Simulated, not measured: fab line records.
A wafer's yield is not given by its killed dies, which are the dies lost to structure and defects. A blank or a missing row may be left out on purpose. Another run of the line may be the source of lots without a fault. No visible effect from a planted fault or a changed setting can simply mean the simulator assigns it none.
fab line records ; flow ritCmos
record lots=13; wafers=39; lastDay=7
route steps=202 shown CONTACT@168
lots with no fault: from the same line, run without faults
startH: hours from the record's first day to the start of the lot's first wafer shown ; waitH: how many hours have passed since the lot's step before this one ; " the same as in the row above ; L1.1+2: a row that stands for several wafers ; - either no value or no given start ; * or withheld: withheld ; < > ~ a bound
route shown NAME@n: a module of which the file shows steps, and the number in the route of the first ; usual: mean/standard deviation of fault-free wafers ; same: alike in all rows ; chamber/n: place in a boat ; sites: the reading at each site ; _std_site: standard deviation of those values ; _edge_site: outer sites' mean less inner sites' ; radiusMm: for every site, how far away it sits from the centre of the wafer ; mask NAME#n: copy n ; behind: the tool/chamber that last shaped the wafer ; hold: cause of the lot's hold/its duration in hours/its outcome ; device: the transistor (n, p or np) that didn't switch ; end of line: the same wafers' tests at the end of the route ; a step without rows: its recipe alone ; killed: dies that structure and defects cost at the first sort, which is not the same as the wafer's yield ; map: the dies of a wafer, with x for killed, . for not killed, _ for no die there
set.NAME: the setting as run; set.NAME@STEP: as run at that earlier step ; model.NAME: the simulator's own value behind a step, which no gauge read
steps of the route over a sample of lots; a table a step, a row a wafer
services: from which hour (startH, from the record's first day; less than 0 if before it) a tool's chamber was out of use, for how many hours, and why
## steps
# step RIT_CONTACT_CVD_00
# recipe material=SiO2; targetThkNm=400; precursor=TEOS; tempC=390; timeS=62.48; rfW=400
# usual heaterPowerW=332/58
lot.wafer;tool;chamber;startH;waitH;heaterPowerW
L879.1;pecvd-04;0;62.88;0.1;381
L879.4;pecvd-04;1;62.88;0.1;436
L879.6;pecvd-04;2;62.88;0.1;372
L880.2;pecvd-03;1;65.29;0.0;366
L880.3;pecvd-03;0;65.29;0.0;267
L880.4;pecvd-03;1;65.29;0.0;283
L881.1;pecvd-02;1;73.48;0.1;244
L881.2;pecvd-02;0;73.48;0.1;320
L881.3;pecvd-02;2;73.48;0.1;392
L882.1;pecvd-04;0;77.58;0.1;374
L882.2;pecvd-04;1;77.58;0.1;367
L882.3;pecvd-04;2;77.58;0.1;359
L883.1;pecvd-03;0;86.83;0.1;250
L883.4;pecvd-03;1;86.83;0.1;349
L883.5;pecvd-03;0;86.83;0.1;257
L884.1;pecvd-02;0;87.97;0.1;351
L884.2;pecvd-02;1;87.97;0.1;264
L884.5;pecvd-02;0;87.97;0.1;263
L885.1;pecvd-04;0;93.01;0.1;409
L885.2;pecvd-04;1;93.01;0.1;419
L885.3;pecvd-04;2;93.01;0.1;430
L886.2;pecvd-03;1;96.27;0.1;344
L886.5;pecvd-03;1;96.27;0.1;363
L886.6;pecvd-03;2;96.27;0.1;325
L888.1;pecvd-04;2;107.32;0.1;382
L888.2;pecvd-04;0;107.32;0.1;399
L888.6;pecvd-04;1;107.32;0.1;367
L890.1;pecvd-02;2;120.57;0.1;373
L890.2;pecvd-02;1;120.57;0.1;228
L890.4;pecvd-02;0;120.57;0.1;337
L894.1;pecvd-04;2;137.85;0.1;455
L894.2;pecvd-04;0;137.85;0.1;389
L894.5;pecvd-04;0;137.85;0.1;413
L895.2;pecvd-03;0;146.10;0.0;291
L895.4;pecvd-03;2;146.10;0.0;257
L895.6;pecvd-03;0;146.10;0.0;305
L900.1;pecvd-02;0;172.62;0.1;322
L900.4;pecvd-02;2;172.62;0.1;295
L900.6;pecvd-02;0;172.62;0.1;330
# step RIT_CONTACT_THK_MEAS_01
# recipe reads=SiO2_of_CONTACT_CVD_00
# usual CONTACT_TEOS_THK=410/5.1
lot.wafer;tool;chamber;startH;waitH;CONTACT_TEOS_THK[nm]
L879.1;filmMetro-04;-;62.93;0.0;404
L879.4;filmMetro-04;-;62.93;0.0;415
L879.6;filmMetro-04;-;62.93;0.0;415
L880.2;filmMetro-04;-;65.35;0.0;404
L880.3;filmMetro-04;-;65.35;0.0;403
L880.4;filmMetro-04;-;65.35;0.0;410
L881.1;filmMetro-04;-;73.53;0.0;405
L881.2;filmMetro-04;-;73.53;0.0;406
L881.3;filmMetro-04;-;73.53;0.0;409
L882.1;filmMetro-02;-;77.63;0.0;406
L882.2;filmMetro-02;-;77.63;0.0;413
L882.3;filmMetro-02;-;77.63;0.0;406
L883.1;filmMetro-04;-;86.88;0.0;406
L883.4;filmMetro-04;-;86.88;0.0;407
L883.5;filmMetro-04;-;86.88;0.0;411
L884.1;filmMetro-04;-;88.02;0.0;406
L884.2;filmMetro-04;-;88.02;0.0;407
L884.5;filmMetro-04;-;88.02;0.0;419
L885.1;filmMetro-04;-;93.06;0.0;403
L885.2;filmMetro-04;-;93.06;0.0;409
L885.3;filmMetro-04;-;93.06;0.0;411
L886.2;filmMetro-03;-;96.33;0.0;406
L886.5;filmMetro-03;-;96.33;0.0;414
L886.6;filmMetro-03;-;96.33;0.0;406
L888.1;filmMetro-04;-;107.37;0.0;406
L888.2;filmMetro-04;-;107.37;0.0;401
L888.6;filmMetro-04;-;107.37;0.0;412
L890.1;filmMetro-04;-;120.62;0.0;413
L890.2;filmMetro-04;-;120.62;0.0;410
L890.4;filmMetro-04;-;120.62;0.0;417
L894.1;filmMetro-04;-;137.90;0.0;404
L894.2;filmMetro-04;-;137.90;0.0;331
L894.5;filmMetro-04;-;137.90;0.0;331
L895.2;filmMetro-04;-;146.17;0.0;405
L895.4;filmMetro-04;-;146.17;0.0;413
L895.6;filmMetro-04;-;146.17;0.0;417
L900.1;filmMetro-04;-;172.67;0.0;407
L900.4;filmMetro-04;-;172.67;0.0;417
L900.6;filmMetro-04;-;172.67;0.0;418
## services
tool;chamber;startH;hours;kind
pecvd-04;-;94.75;1.1;repair
pecvd-02;-;107.62;1.2;repair
pecvd-02;1;131.69;5.8;repair
pecvd-04;-;132.85;0.9;repair
pecvd-04;1;140.12;5.6;repair
pecvd-04;2;170.65;6.1;repair
## key
firstSign step=RIT_CONTACT_THK_MEAS_01; reading=CONTACT_TEOS_THK; direction=down; sigmas=15; usual=410; struck=331
effect none on later readings
metAt RIT_CONTACT_CVD_00
struckLots L894
struckWafers L894.2,L894.5
testerLeftOut L894
onsetBetween 107.32 137.85
fault kind=processParameterDrift; tool=pecvd-04; chamber=0; onsetH=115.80; steps=RIT_CONTACT_CVD_00; channel=targetThkNm; offset=-71.543; shape=step; endH=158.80; stated=400
# testerLeftOut: of these lots the tester's yield and bins aren't shown, on N5 and GAA mostly nor the transistor test; their killed dies are dies lost to structure and defects alone, not to doping, threshold or leakage, so they don't give the yield
